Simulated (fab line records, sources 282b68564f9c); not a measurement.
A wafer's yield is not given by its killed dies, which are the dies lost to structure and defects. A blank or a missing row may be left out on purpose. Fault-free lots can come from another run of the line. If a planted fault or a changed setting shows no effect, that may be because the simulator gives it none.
fab line records	flow ritCmos
record: lots: 6	wafers: 18	lastDay: 7
route steps=202 shown M1@184
lots that met no fault: from a run of the same line without faults
startH: start of the lot's first displayed wafer, in hours after the record's first day	waitH: hours from the lot's prior step to this one	" unchanged from the row above	L1.1+2: one row covering several wafers at once	- either no value or no given start	* or withheld: withheld	< > ~ a bound
route shown NAME@n: NAME is a module with steps in the file, n the number in the route of the first one	usual: the fault-free wafers' mean and standard deviation	same: alike in all rows	chamber/n: place in a boat	sites: per-site readings	_std_site: the values' standard deviation	_edge_site: mean of outer sites minus mean of inner sites	radiusMm: for every site, how far away it sits from the centre of the wafer	mask NAME#n: copy n	behind: the tool/chamber that last shaped the wafer	hold: the reason the lot was held/the length of the hold in hours/how it ended	device: the transistor (n, p or np) that didn't switch	end of line: the same wafers' tests at the end of the route	for a step that has no rows: nothing shown but its recipe	killed: dies lost to structure and defects at the first sort, not the wafer's yield	map: the dies of a wafer, with x for killed, . for not killed, _ for no die there
set.NAME: the setting that was run; set.NAME@STEP: the one run at that earlier step	model.NAME: the simulator's own value behind a step, which no gauge read
a table for each step, a row for each wafer; lots at some steps of the route
services: when a tool's chamber went out of use (startH, in hours from the record's first day, below 0 if earlier), for how many hours, and the reason
== steps ==
step: RIT_M1_SPUTTER_00
recipe: material: Al	targetThkNm: 400	powerW: 2000	chamberPressurePa: 0.4	gas: Ar	timeS: 500	substrateTempC: 25
usual: throttleValvePct: 29.9/0.9
lot.wafer	tool	chamber	startH	waitH	throttleValvePct
L351.3	pvdSputter-03	-	68.01	0.0	29.1
L351.4	"	-	"	"	28.9
L351.6	"	-	"	"	29.8
L359.2	pvdSputter-03	-	107.30	0.0	29.5
L359.5	"	-	"	"	30.1
L359.6	"	-	"	"	29.5
L365.3	pvdSputter-01	-	137.72	0.0	31.3
L365.4	"	-	"	"	30.0
L365.6	"	-	"	"	29.7
L366.2	pvdSputter-02	-	142.32	0.0	31.2
L366.3	"	-	"	"	31.0
L366.5	"	-	"	"	31.0
L369.1	pvdSputter-01	-	162.54	0.0	30.8
L369.2	"	-	"	"	31.2
L369.4	"	-	"	"	30.0
L371.1	pvdSputter-03	-	169.95	0.0	29.0
L371.4	"	-	"	"	29.0
L371.6	"	-	"	"	29.5
step: RIT_M1_RS_MEAS_01
recipe: thkMeasGauge: four-point-probe	reads: Al_of_M1_SPUTTER_00
usual: M1_AL_RS: 0.0736/0.00065
lot.wafer	tool	chamber	startH	waitH	M1_AL_RS[ohm/sq]
L351.3	filmMetro-04	-	68.34	0.2	0.0733
L351.4	"	-	"	"	0.0733
L351.6	"	-	"	"	0.0728
L359.2	filmMetro-03	-	107.61	0.2	0.0751
L359.5	"	-	"	"	0.0740
L359.6	"	-	"	"	0.0750
L365.3	filmMetro-01	-	138.05	0.2	0.0736
L365.4	"	-	"	"	0.0734
L365.6	"	-	"	"	0.0725
L366.2	filmMetro-01	-	142.63	0.2	0.0735
L366.3	"	-	"	"	0.0736
L366.5	"	-	"	"	0.0734
L369.1	filmMetro-04	-	162.84	0.1	0.0731
L369.2	"	-	"	"	0.0732
L369.4	"	-	"	"	0.0726
L371.1	filmMetro-04	-	170.25	0.1	0.0735
L371.4	"	-	"	"	0.0731
L371.6	"	-	"	"	0.0741
step: RIT_M1_THK_MEAS_02
recipe: thkMeasGauge: xrf	reads: Al_of_M1_SPUTTER_00
usual: M1_AL_THK: 405/3.9
lot.wafer	tool	chamber	startH	waitH	M1_AL_THK[nm]
L351.3	filmMetro-04	-	68.44	0.1	408
L351.4	"	-	"	"	408
L351.6	"	-	"	"	409
L359.2	filmMetro-03	-	107.72	0.1	395
L359.5	"	-	"	"	401
L359.6	"	-	"	"	397
L365.3	filmMetro-01	-	138.15	0.1	407
L365.4	"	-	"	"	407
L365.6	"	-	"	"	411
L366.2	filmMetro-01	-	142.74	0.1	403
L366.3	"	-	"	"	404
L366.5	"	-	"	"	404
L369.1	filmMetro-04	-	162.96	0.1	406
L369.2	"	-	"	"	408
L369.4	"	-	"	"	410
L371.1	filmMetro-04	-	170.37	0.1	407
L371.4	"	-	"	"	407
L371.6	"	-	"	"	403
step: RIT_M1_HMDS_03
recipe: primeTimeS: 60	primeTempC: 140
step: RIT_M1_COAT_04
recipe: resist: NOVOLAK	spinRpm: 2000	resistThkNm: 1300
step: RIT_M1_SOFTBAKE_05
recipe: resist: NOVOLAK	tempC: 90	timeS: 60
step: RIT_M1_EXPOSE_06
recipe: maskId: M12	na: 0.6	sourceShape: conventional	sigmaOuter: 0.5	targetCdNm: 2600	doseMj: 250
step: RIT_M1_PEB_07
recipe: resist: NOVOLAK	tempC: withheld	timeS: withheld
step: RIT_M1_DEVELOP_08
recipe: resist: NOVOLAK	developTimeS: 68	devTempC: 23
step: RIT_M1_CD_MEAS_09
recipe: targetCdNm: 2600
usual: cdNm: 2599.9/2.3
lot.wafer	tool	chamber	startH	waitH	cdNm
L351.3	cdSem-01	-	69.53	-	2597.8
L351.4	"	-	"	"	2598.7
L351.6	"	-	"	"	2600.0
L359.2	cdSem-01	-	108.80	-	2601.7
L359.5	"	-	"	"	2601.8
L359.6	"	-	"	"	2599.1
L365.3	cdSem-02	-	139.11	-	2599.7
L365.4	"	-	"	"	2600.6
L365.6	"	-	"	"	2599.5
L366.2	cdSem-02	-	143.82	-	2599.9
L366.3	"	-	"	"	2600.4
L366.5	"	-	"	"	2599.8
L369.1	cdSem-02	-	163.95	-	2597.3
L369.2	"	-	"	"	2594.8
L369.4	"	-	"	"	2597.3
L371.1	cdSem-01	-	171.31	-	2598.0
L371.4	"	-	"	"	2600.5
L371.6	"	-	"	"	2601.0
step: RIT_M1_OVL_MEAS_10
usual: M1_OVL: -0.4/1.4
lot.wafer	tool	chamber	startH	waitH	M1_OVL[nm]
L351.3	overlay-02	-	69.62	0.1	-0.9
L351.4	"	-	"	"	-1.6
L351.6	"	-	"	"	-1.4
L359.2	overlay-02	-	108.90	0.1	-1.2
L359.5	"	-	"	"	0.6
L359.6	"	-	"	"	-0.9
L365.3	overlay-02	-	139.21	0.1	-0.6
L365.4	"	-	"	"	0.0
L365.6	"	-	"	"	1.3
L366.2	overlay-01	-	143.92	0.1	-1.0
L366.3	"	-	"	"	0.4
L366.5	"	-	"	"	-1.1
L369.1	overlay-02	-	164.07	0.1	-0.6
L369.2	"	-	"	"	-0.2
L369.4	"	-	"	"	0.1
L371.1	overlay-02	-	171.43	0.1	0.2
L371.4	"	-	"	"	-0.8
L371.6	"	-	"	"	-0.3
step: RIT_M1_HARDBAKE_11
recipe: resist: NOVOLAK	tempC: 140	timeS: 120
step: RIT_M1_METAL_ETCH_12
recipe: stopOn: SiO2	chemistry: Cl2/BCl3	target: Al	timeS: 165	overEtchFrac: 0.5	pressureMtorr: 100	targetDepthA: 6000	rfW: 250	Cl2_flow_sccm: 60	bcl3FlowSccm: 50
usual: bcl3FlowSccm: 50.00/0.16	drypumpMotorCurrentA: 6.04/0.22	oesProductAu: 0.776/0.014	overEtchFrac: 0.5/0	throttleValvePct: 8.30/0.11
lot.wafer	tool	chamber	startH	waitH	bcl3FlowSccm	drypumpMotorCurrentA	oesProductAu	overEtchFrac	rfHoursCounterH	throttleValvePct	model.NOVOLAK_of_M1_COAT_04.thkNm	model.SiO2_of_CONTACT_CVD_00.thkNm	model.M1.featureDepthNm
L351.3	rieMetal-03	1	70.06	0.2	49.86	6.20	0.778	0.5	-	8.20	814.2	358.4	432.4
L351.4	"	0	"	"	50.10	5.89	0.772	0.5	-	8.30	807.2	365.9	433.9
L351.6	"	1	"	"	49.95	6.19	0.780	0.5	-	8.18	808.3	366.6	435.8
L359.2	rieMetal-01	1	109.18	0.2	50.00	5.92	0.790	0.5	1	8.27	803.3	355.8	423.1
L359.5	"	0	"	"	50.07	6.04	0.754	0.5	-	8.21	806.6	361.4	429.5
L359.6	"	1	"	"	50.23	5.93	0.801	0.5	-	8.28	805.7	362.8	425.5
L365.3	rieMetal-01	0	139.53	0.2	49.99	6.06	0.762	0.5	-	8.21	803.7	360.9	432.7
L365.4	"	1	"	"	49.74	5.92	0.795	0.5	-	8.28	806.4	368.5	433.5
L365.6	"	0	"	"	50.00	6.08	0.772	0.5	-	8.21	803.4	369.3	437.8
L366.2	rieMetal-03	0	144.20	0.2	50.01	5.87	0.671	0.95014	5	8.32	708.6	350.8	442.6
L366.3	"	0	"	"	50.09	5.89	0.666	0.95014	-	8.32	700.4	350.3	441.6
L366.5	"	1	"	"	49.94	6.19	0.670	0.95014	-	8.23	718.6	352.7	442.3
L369.1	rieMetal-03	0	164.36	0.2	50.25	5.89	0.670	0.95014	5	8.32	698.6	360.1	445.2
L369.2	"	1	"	"	49.95	6.20	0.689	0.95014	5	8.19	716.1	358.3	444
L369.4	"	0	"	"	50.09	5.88	0.666	0.95014	-	8.31	702.5	361.6	447.7
L371.1	rieMetal-02	0	171.71	0.2	50.00	5.77	0.780	0.5	0	8.30	810.1	359.2	431.3
L371.4	"	0	"	"	49.93	5.77	0.783	0.5	-	8.30	814.6	364.9	433.9
L371.6	"	0	"	"	49.89	5.77	0.782	0.5	-	8.30	809.2	367.7	429.2
step: RIT_M1_STRIP_13
recipe: chemistry: nmp	resist: NOVOLAK	tempC: 80	timeS: 600	dry: n2Spin
step: RIT_M1_STRIP_14
recipe: chemistry: O2	timeS: 180	platenTempC: withheld	powerW: 500	pressureMtorr: 4000	o2FlowSccm: 4000
usual: drypumpMotorCurrentA: 5.7/0.6
lot.wafer	tool	chamber	startH	waitH	drypumpMotorCurrentA	rfHoursCounterH
L351.3	plasmaAsher-03	0	70.41	0.1	4.9	-
L351.4	"	1	"	"	5.9	-
L351.6	"	0	"	"	4.9	-
L359.2	plasmaAsher-04	1	109.52	0.0	6.3	50
L359.5	"	1	"	"	6.3	-
L359.6	"	0	"	"	6.3	-
L365.3	plasmaAsher-03	0	139.88	0.1	4.9	-
L365.4	"	1	"	"	5.9	-
L365.6	"	1	"	"	5.9	-
L366.2	plasmaAsher-01	0	144.54	0.0	5.7	35
L366.3	"	0	"	"	5.7	-
L366.5	"	0	"	"	5.8	-
L369.1	plasmaAsher-04	0	164.69	0.0	6.3	55
L369.2	"	1	"	"	6.4	55
L369.4	"	1	"	"	6.4	-
L371.1	plasmaAsher-04	1	172.05	0.0	6.3	56
L371.4	"	1	"	"	6.3	-
L371.6	"	0	"	"	6.3	-
step: RIT_M1_CD_MEAS_90
recipe: targetCdNm: 2600
usual: cdNm: 2599.9/2.7
lot.wafer	tool	chamber	startH	waitH	hold	cdNm
L351.3	cdSem-02	-	70.56	0.1	-	2597.7
L351.4	"	-	"	"	-	2598.4
L351.6	"	-	"	"	-	2599.8
L359.2	cdSem-01	-	109.71	0.1	-	2601.7
L359.5	"	-	"	"	-	2603.1
L359.6	"	-	"	"	-	2598.8
L365.3	cdSem-02	-	140.03	0.1	-	2600.7
L365.4	"	-	"	"	-	2602.2
L365.6	"	-	"	"	-	2600.1
L366.2	cdSem-02	-	144.73	0.1	-	2592.8
L366.3	"	-	"	"	-	2593.9
L366.5	"	-	"	"	-	2594.3
L369.1	cdSem-02	-	164.87	0.1	awaitDispo/0.2h/release	2588.6
L369.2	"	-	"	"	awaitDispo/0.2h/release	2587.5
L369.4	"	-	"	"	awaitDispo/0.2h/release	2588.5
L369.1	cdSem-02	-	165.16	0.3	-	2588.7
L369.2	"	-	"	"	-	2587.5
L369.4	"	-	"	"	-	2588.4
L371.1	cdSem-02	-	172.23	0.1	-	2600.5
L371.4	"	-	"	"	-	2601.5
L371.6	"	-	"	"	-	2602.2
step: RIT_M1_PROBE_99
usual: defectLimitedYield: 97.3/1.2	killedAtFrontEnd: 7/3	killedDies: 7/3	killedOpen: 3.5/2	killedShort: 3.6/2.1	sort_bin_3_pad_short: 0.2/0.26	sort_bin_5_function: 1.5/0.76	sort_bin_6_memory: 1.0/0.65	sortNPass: 257/3	sortYieldPct: 97.3/1.2
same: grossDies: 264	killed_at_M0_to_M3: 0	killed_at_M4_up: 0	killedAtBackSide: 0	killedAtContacts: 0	killedAtOther: 0
lot.wafer	tool	chamber	startH	waitH	defectLimitedYield[%]	killedAtFrontEnd	killedDies	killedOpen	killedShort	sort_bin_3_pad_short[%]	sort_bin_5_function[%]	sort_bin_6_memory[%]	sortNPass	sortYieldPct[%]	model.etest.antennaM1.vtShiftV
L351.3	prober-02	-	73.67	0.2	97.0	8	8	5	3	0	2.3	0.8	256	97.0	-0.006812
L351.4	prober-02	-	73.72	0.2	97.3	7	7	7	0	0	2.3	0.4	257	97.3	-0.01455
L351.6	prober-02	-	73.82	0.2	98.5	4	4	3	1	0	0.8	0.8	260	98.5	-0.01073
L359.2	prober-02	-	113.80	0.1	97.0	8	8	2	6	0	1.1	1.9	256	97.0	-0.008452
L359.5	prober-02	-	113.95	0.2	97.0	8	8	6	2	0	1.9	1.1	256	97.0	-0.0094
L359.6	prober-02	-	114.00	0.2	96.2	10	10	4	6	0	1.9	1.9	254	96.2	-0.0109
L365.3	prober-02	-	141.83	0.2	97.0	8	8	3	5	0.4	1.9	0.8	256	97.0	-0.01137
L365.4	prober-02	-	141.88	0.2	97.0	8	8	4	4	0.4	1.1	1.5	256	97.0	-0.009939
L365.6	prober-02	-	141.98	0.2	98.1	5	5	3	2	0.4	1.1	0.4	259	98.1	-0.01204
L366.2	prober-02	-	147.97	0.1	98.5	4	4	2	2	0	1.1	0.4	260	98.5	-0.02221
L366.3	prober-02	-	148.02	0.2	98.9	3	3	1	2	0	1.1	0	261	98.9	-0.01989
L366.5	prober-02	-	148.12	0.2	98.5	4	4	1	3	0.4	0.4	0.8	260	98.5	-0.02075
L369.1	prober-01	-	168.61	0.1	97.7	6	6	3	3	0	1.5	0.8	258	97.7	-
L369.2	prober-01	-	168.66	0.1	96.6	9	9	7	2	0	2.3	1.1	255	96.6	-
L369.4	prober-01	-	168.76	0.2	97.0	8	8	4	4	1.1	1.1	0.8	256	97.0	-
L371.1	prober-01	-	174.02	0.1	96.2	10	10	2	8	0	1.9	1.9	254	96.2	-0.00686
L371.4	prober-01	-	174.17	0.2	98.9	3	3	1	2	0	1.1	0	261	98.9	-0.009519
L371.6	prober-01	-	174.27	0.2	97.0	8	8	2	6	0	1.5	1.5	256	97.0	-0.01137
killed by level:class
L351.3 GATE:geometricParticle:open=2 REOX:geometricParticle:open=2 FOX2:geometricParticle:open=1 GATE:geometricParticle:short=1 REOX:geometricParticle:short=1 SILICIDE:geometricParticle:short=1
L351.4 GATE:geometricParticle:open=4 REOX:geometricParticle:open=1 SPACER:geometricParticle:open=1 SILICIDE:geometricParticle:open=1
L351.6 FOX2:geometricParticle:open=2 FOX2:geometricParticle:short=1 GATE:geometricParticle:open=1
L359.2 GATE:geometricParticle:short=5 FOX2:geometricParticle:short=1 FOX2:geometricParticle:open=1 GATE:geometricParticle:open=1
L359.5 FOX2:geometricParticle:open=2 GATE:geometricParticle:short=2 REOX:geometricParticle:open=2 FOX1:geometricParticle:open=1 GATE:geometricParticle:open=1
L359.6 GATE:geometricParticle:short=3 FOX1:geometricParticle:short=2 GATE:geometricParticle:open=1 REOX:geometricParticle:open=1 SPACER:geometricParticle:open=1 SILICIDE:geometricParticle:open=1 SILICIDE:geometricParticle:short=1
L365.3 SPACER:geometricParticle:short=2 FOX1:geometricParticle:short=1 GATE:geometricParticle:short=1 GATE:geometricParticle:open=1 REOX:geometricParticle:short=1 SPACER:geometricParticle:open=1 SILICIDE:geometricParticle:open=1
L365.4 FOX1:geometricParticle:open=2 GATE:geometricParticle:short=2 GATE:geometricParticle:open=1 REOX:geometricParticle:short=1 SPACER:geometricParticle:short=1 SPACER:geometricParticle:open=1
L365.6 SPACER:geometricParticle:open=2 FOX1:geometricParticle:open=1 SPACER:geometricParticle:short=1 SILICIDE:geometricParticle:short=1
L366.2 FOX2:geometricParticle:open=1 GATE:geometricParticle:open=1 GATE:geometricParticle:short=1 SILICIDE:geometricParticle:short=1
L366.3 GATE:geometricParticle:short=1 GATE:geometricParticle:open=1 SILICIDE:geometricParticle:short=1
L366.5 SILICIDE:geometricParticle:short=2 GATE:geometricParticle:open=1 GATE:geometricParticle:short=1
L369.1 REOX:geometricParticle:short=2 FOX2:geometricParticle:open=1 GATE:geometricParticle:open=1 REOX:geometricParticle:open=1 SILICIDE:geometricParticle:short=1
L369.2 SILICIDE:geometricParticle:open=3 SILICIDE:geometricParticle:short=2 FOX2:geometricParticle:open=1 GATE:geometricParticle:open=1 REOX:geometricParticle:open=1 SPACER:geometricParticle:open=1
L369.4 GATE:geometricParticle:short=2 FOX1:geometricParticle:open=1 REOX:geometricParticle:open=1 SPACER:geometricParticle:short=1 SPACER:geometricParticle:open=1 SILICIDE:geometricParticle:short=1 SILICIDE:geometricParticle:open=1
L371.1 GATE:geometricParticle:short=5 REOX:geometricParticle:short=3 GATE:geometricParticle:open=1 REOX:geometricParticle:open=1
L371.4 SILICIDE:geometricParticle:short=2 REOX:geometricParticle:open=1
L371.6 GATE:geometricParticle:short=2 REOX:geometricParticle:short=2 FOX1:geometricParticle:short=1 FOX2:geometricParticle:short=1 GATE:geometricParticle:open=1 REOX:geometricParticle:open=1
== services ==
tool	chamber	startH	hours	kind
pvdSputter-01	-	52.04	1.8	repair
pvdSputter-01	-	54.21	5.4	repair
rieMetal-01	-	60.19	4.3	pm
rieMetal-03	-	62.33	2.8	pm
pvdSputter-02	-	69.51	2.9	repair
rieMetal-03	-	81.11	1.4	pm
plasmaAsher-01	-	98.37	0.4	repair
plasmaAsher-01	-	103.03	2.8	pm
plasmaAsher-04	-	125.04	2.2	repair
rieMetal-02	-	136.12	20.0	pm
rieMetal-02	0	136.12	20.0	ventCycle
rieMetal-02	1	136.12	20.0	ventCycle
pvdSputter-03	-	136.90	1.7	repair
pvdSputter-02	-	139.07	2.6	repair
rieMetal-02	0	156.12	-	clean
rieMetal-02	1	156.12	-	clean
rieMetal-02	-	169.00	1.4	pm
== key ==
firstSign: step: RIT_M1_METAL_ETCH_12	reading: overEtchFrac	direction: up	sigmas: 99+	usual: 0.5	struck: 0.95014
effect: step: RIT_M1_METAL_ETCH_12	reading: oesProductAu	direction: down	sigmas: 7.5	usual: 0.776	struck: 0.672
effect: step: RIT_M1_CD_MEAS_90	reading: visit	direction: added
modelEffect: step: RIT_M1_METAL_ETCH_12	value: NOVOLAK_of_M1_COAT_04.thkNm	without: 806.4	struck: 707.5
modelEffect: step: RIT_M1_PROBE_99	value: etest.antennaM1.vtShiftV	without: -0.01201	struck: -0.02095
metAt RIT_M1_METAL_ETCH_12
struckWafers L366.2,L366.3,L366.5,L369.1,L369.2,L369.4
onsetBetween 70.06 144.20
fault: kind: processParameterDrift	tool: rieMetal-03	chamber: -	onsetH: 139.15	steps: RIT_M1_METAL_ETCH_12	channel: overEtchFrac	offset: 0.45014	shape: step	endH: 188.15	stated: 0.5
